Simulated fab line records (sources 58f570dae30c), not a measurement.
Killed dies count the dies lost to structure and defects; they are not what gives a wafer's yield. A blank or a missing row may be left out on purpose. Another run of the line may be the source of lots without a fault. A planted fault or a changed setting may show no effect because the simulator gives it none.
fab line records	flow berkeley_cmos170
record: lots: 5	wafers: 15	last_day: 11
route steps=331 shown NLDD@162 SPACER@171 PSD@175
lots that met no fault: taken from a fault-free run of the same line
start_h: hours from the record's opening day to when the first of the lot's shown wafers began	wait_h: hours since the lot's step before	" repeats the value in the row above	L1.1+2: several wafers, shown together as one row	- no value present, or no start provided	* or withheld: withheld	< > ~ a bound
route shown NAME@n: a module of which the file shows steps, and the number in the route of the first	usual: mean/standard deviation taken from wafers without a fault	same: alike in all rows	chamber/n: place in a boat	sites: per-site readings	_std_site: their standard deviation	_edge_site: outer sites' mean less inner sites'	radius_mm: for every site, how far away it sits from the centre of the wafer	mask NAME#n: copy n	behind: the tool/chamber that last shaped the wafer	hold: the reason the lot was held/the length of the hold in hours/how it ended	device: names the non-switching transistor (n, p or np)	end of line: tests of these same wafers at the route's end	for a step that has no rows: nothing shown but its recipe	killed: dies that structure and defects cost at the first sort, which is not the same as the wafer's yield	map: shows each die of a wafer: x if killed, . if not, _ if none is there
set.NAME: the setting as run; set.NAME@STEP: as run at that earlier step	model.NAME: the simulator's own value behind a step, which no gauge read
lots at some steps of the route; a table a step, a row a wafer
services: a tool's chamber out of use, with start hour (start_h, from the record's first day; less than 0 if before it), hours out, and reason
== steps ==
step: UCB170_NLDD_PEB_04
recipe: peb_temp_c: 130	peb_time_s: withheld	resist: KrF
step: UCB170_NLDD_DEVELOP_05
recipe: developer: TMAH	develop_time_s: 45	resist: KrF	dev_temp_c: 21
step: UCB170_NLDD_CD_MEAS_06
recipe: target_cd_nm: 1200
usual: cd_nm: 1199.9/1.6
lot.wafer	tool	chamber	start_h	wait_h	cd_nm
L182.1	cd_sem-01	-	131.72	-	1203.4
L182.3	"	-	"	"	1202.2
L182.4	"	-	"	"	1204.1
L188.2	cd_sem-02	-	179.45	-	1199.1
L188.3	"	-	"	"	1199.3
L188.6	"	-	"	"	1198.4
L192.1	cd_sem-01	-	196.24	-	1198.7
L192.3	"	-	"	"	1200.6
L192.6	"	-	"	"	1199.6
L196.4	cd_sem-02	-	210.86	-	1199.5
L196.5	"	-	"	"	1200.7
L196.6	"	-	"	"	1200.3
L199.4	cd_sem-02	-	224.61	-	1199.9
L199.5	"	-	"	"	1199.6
L199.6	"	-	"	"	1198.4
step: UCB170_NLDD_OVL_MEAS_07
usual: NLDD_OVL: -4/4.6
lot.wafer	tool	chamber	start_h	wait_h	NLDD_OVL[nm]
L182.1	overlay-02	-	131.84	0.1	6
L182.3	"	-	"	"	-5
L182.4	"	-	"	"	-3
L188.2	overlay-01	-	179.56	0.1	-4
L188.3	"	-	"	"	-2
L188.6	"	-	"	"	-3
L192.1	overlay-02	-	196.36	0.1	-3
L192.3	"	-	"	"	1
L192.6	"	-	"	"	-4
L196.4	overlay-02	-	210.94	0.1	-3
L196.5	"	-	"	"	-10
L196.6	"	-	"	"	-11
L199.4	overlay-01	-	224.68	0.1	-5
L199.5	"	-	"	"	-2
L199.6	"	-	"	"	-6
step: UCB170_NLDD_IMPLANT_08
recipe: species: As	dose_cm2: 5e+13	energy_kev: 30	tilt_deg: 7	rotation_deg: 0
step: UCB170_NLDD_IMPLANT_09
recipe: species: As	dose_cm2: 5e+13	energy_kev: 30	tilt_deg: 7	rotation_deg: 180
step: UCB170_NLDD_STRIP_10
recipe: chemistry: O2	power_w: 400	pressure_mtorr: 3500	platen_temp_c: withheld	o2_flow_sccm: 400	overash_fraction: 0.5
usual: drypump_motor_current_A: 5.8/0.43	oes_product_au: 0.734/0.0046	strip_time_to_endpoint_s: 21.62/0.062
lot.wafer	tool	chamber	start_h	wait_h	drypump_motor_current_A	oes_product_au	rf_hours_counter_h	strip_time_to_endpoint_s
L182.1	plasma_asher-02	0	132.18	0.1	5.8	0.732	32	21.52
L182.3	"	0	"	"	5.8	0.729	-	21.58
L182.4	"	1	"	"	5.5	0.738	-	21.49
L188.2	plasma_asher-03	0	179.89	0.1	6.3	0.731	6	21.58
L188.3	"	0	"	"	6.3	0.731	-	21.63
L188.6	"	0	"	"	6.3	0.733	-	21.57
L192.1	plasma_asher-04	0	196.69	0.1	5.3	0.731	52	21.56
L192.3	"	0	"	"	5.3	0.732	-	21.66
L192.6	"	0	"	"	5.3	0.735	-	21.63
L196.4	plasma_asher-03	1	211.29	0.1	5.5	0.729	-	21.70
L196.5	"	0	"	"	6.3	0.734	-	21.69
L196.6	"	1	"	"	5.5	0.730	-	21.77
L199.4	plasma_asher-02	1	225.04	0.1	5.4	0.741	-	21.64
L199.5	"	1	"	"	5.5	0.736	-	21.62
L199.6	"	0	"	"	5.8	0.726	-	21.58
step: UCB170_NLDD_TW_MEAS_11
usual: NLDD_TW: 2212/17
lot.wafer	tool	chamber	start_h	wait_h	NLDD_TW
L182.1	film_metro-03	-	132.28	0.1	2207
L182.3	"	-	"	"	2230
L182.4	"	-	"	"	2226
L188.2	film_metro-03	-	180.00	0.1	2209
L188.3	"	-	"	"	2199
L188.6	"	-	"	"	2197
L192.1	film_metro-02	-	196.79	0.1	2198
L192.3	"	-	"	"	2195
L192.6	"	-	"	"	2191
L196.4	film_metro-03	-	211.38	0.1	2200
L196.5	"	-	"	"	2219
L196.6	"	-	"	"	2217
L199.4	film_metro-03	-	225.13	0.1	2194
L199.5	"	-	"	"	2193
L199.6	"	-	"	"	2202
step: UCB170_NLDD_CLEAN_12
recipe: chemistry: SPM	temp_c: 120	time_s: 600
step: UCB170_SPACER_CVD_00
recipe: material: SiO2	target_thk_nm: 376	temp_c: 390	precursor: TEOS/O2	time_s: 47	rf_w: 550	pressure_mtorr: 9000
usual: heater_power_w: 265/47
lot.wafer	tool	chamber	start_h	wait_h	heater_power_w
L182.1	pecvd-01	0	132.53	0.0	230
L182.3	"	2	"	"	303
L182.4	"	0	"	"	249
L188.2	pecvd-02	1	180.22	0.0	149
L188.3	"	2	"	"	278
L188.6	"	0	"	"	271
L192.1	pecvd-03	1	197.03	0.0	334
L192.3	"	2	"	"	261
L192.6	"	2	"	"	178
L196.4	pecvd-03	0	211.63	0.0	242
L196.5	"	2	"	"	223
L196.6	"	1	"	"	275
L199.4	pecvd-01	2	225.53	0.0	313
L199.5	"	1	"	"	297
L199.6	"	0	"	"	262
step: UCB170_SPACER_THK_MEAS_01
recipe: reads: SiO2_of_SPACER_CVD_00
usual: SPACER_TEOS_THK: 375/5.2
lot.wafer	tool	chamber	start_h	wait_h	SPACER_TEOS_THK[nm]
L182.1	film_metro-02	-	132.57	0.0	374
L182.3	"	-	"	"	365
L182.4	"	-	"	"	374
L188.2	film_metro-02	-	180.28	0.0	377
L188.3	"	-	"	"	375
L188.6	"	-	"	"	374
L192.1	film_metro-03	-	197.07	0.0	377
L192.3	"	-	"	"	368
L192.6	"	-	"	"	373
L196.4	film_metro-03	-	211.68	0.0	378
L196.5	"	-	"	"	372
L196.6	"	-	"	"	385
L199.4	film_metro-03	-	225.59	0.0	376
L199.5	"	-	"	"	374
L199.6	"	-	"	"	376
step: UCB170_SPACER_ANNEAL_02
recipe: temp_c: 900	time_s: 1800	ambient: N2
step: UCB170_SPACER_ETCHBACK_03
recipe: stop_on: Si	target: SiO2	chemistry: CHF3/CF4/Ar	CHF3_flow_sccm: 50	cf4_flow_sccm: 10	Ar_flow_sccm: 120	pressure_mtorr: 200	rf_w: 500	target_depth_a: 3760	time_s: 100
usual: drypump_motor_current_A: 5.6/0.5	oes_product_au: 0.898/0.018	run_length_s: 128.3/0.38	throttle_valve_pct: 6.41/0.098
lot.wafer	tool	chamber	start_h	wait_h	drypump_motor_current_A	oes_product_au	rf_hours_counter_h	run_length_s	throttle_valve_pct	model.etch.depth_nm
L182.1	rie_diel-03	1	137.86	0.0	5.3	0.896	151	128.3	6.43	373.7
L182.3	"	0	"	"	5.9	0.878	96	128.7	6.46	365.3
L182.4	"	2	"	"	5.5	0.911	148	129.2	6.38	374.3
L188.2	rie_diel-02	1	185.79	0.0	5.1	0.937	23	128.8	6.38	376.8
L188.3	"	3	"	"	6.2	0.886	53	127.8	6.37	375.2
L188.6	"	3	"	"	6.2	0.889	-	127.6	6.40	373.2
L192.1	rie_diel-02	1	202.08	0.0	5.1	0.925	24	128.4	6.36	377.4
L192.3	"	0	"	"	4.8	0.987	6	103.3	6.40	322.7
L192.6	"	1	"	"	5.1	0.907	-	128.6	6.38	372.5
L196.4	rie_diel-03	0	216.20	0.0	5.9	0.895	-	128.7	6.45	378.1
L196.5	"	1	"	"	5.3	0.902	-	128.5	6.43	372.4
L196.6	"	3	"	"	6.2	0.896	-	128.1	6.23	385
L199.4	rie_diel-03	1	230.00	0.0	5.3	0.913	2	128.2	6.43	376.2
L199.5	"	2	"	"	5.5	0.901	-	128.6	6.39	374.2
L199.6	"	3	"	"	6.2	0.882	-	128.1	6.24	376.7
step: UCB170_PSD_HMDS_00
recipe: prime_time_s: 60	prime_temp_c: 100
== services ==
tool	chamber	start_h	hours	kind
plasma_asher-03	-	108.75	9.0	pm
plasma_asher-03	0	108.75	9.0	vent_cycle
plasma_asher-03	1	108.75	9.0	vent_cycle
rie_diel-02	3	111.54	5.4	repair
plasma_asher-02	-	113.90	3.8	repair
pecvd-02	2	116.31	4.2	repair
plasma_asher-03	0	117.75	-	clean
plasma_asher-03	1	117.75	-	clean
pecvd-01	-	133.99	1.5	repair
pecvd-02	-	135.50	14.0	pm
pecvd-02	0	135.50	14.0	vent_cycle
pecvd-02	1	135.50	14.0	vent_cycle
rie_diel-02	2	166.37	-	clean
rie_diel-02	2	166.37	22.4	scheduled_down
rie_diel-02	2	166.37	22.4	vent_cycle
pecvd-02	-	166.46	1.2	repair
pecvd-02	-	172.48	6.0	pm
rie_diel-03	1	181.71	-	clean
rie_diel-03	1	181.71	13.9	scheduled_down
rie_diel-03	1	181.71	13.9	vent_cycle
rie_diel-03	2	198.80	-	clean
rie_diel-03	2	198.80	21.8	scheduled_down
rie_diel-03	2	198.80	21.8	vent_cycle
plasma_asher-03	-	224.22	1.3	repair
== key ==
first_sign: step: UCB170_SPACER_ETCHBACK_03	reading: run_length_s	direction: down	sigmas: 67	usual: *	struck: *
effect: step: UCB170_SPACER_ETCHBACK_03	reading: oes_product_au	direction: up	sigmas: 4.9	usual: 0.898	struck: 0.987
model_effect: step: UCB170_SPACER_ETCHBACK_03	value: etch.depth_nm	without: 368.2	struck: 322.7
met_at UCB170_SPACER_ETCHBACK_03
struck_wafers L192.3
later_rows_left_out L192.3
sort_left_out L192.3
tester_left_out L192
fault: kind: process_parameter_drift	tool: rie_diel-02	chamber: 0	onset_h: 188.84	steps: UCB170_SPACER_ETCHBACK_03	channel: time_s	offset: *	shape: step	end_h: 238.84	acts_in: *	stated: *
tester_left_out: of these lots the tester's yield and bins aren't shown, on N5 and GAA mostly nor the transistor test; their killed dies are dies lost to structure and defects alone, not to doping, threshold or leakage, so they don't give the yield
sort_left_out: the simulated sort isn't trusted on such a fault, so these wafers' sort isn't shown, and their yield isn't known
later_rows_left_out: the simulator's readings of these wafers behind a module that went badly wrong aren't trusted and aren't shown, but for the sort
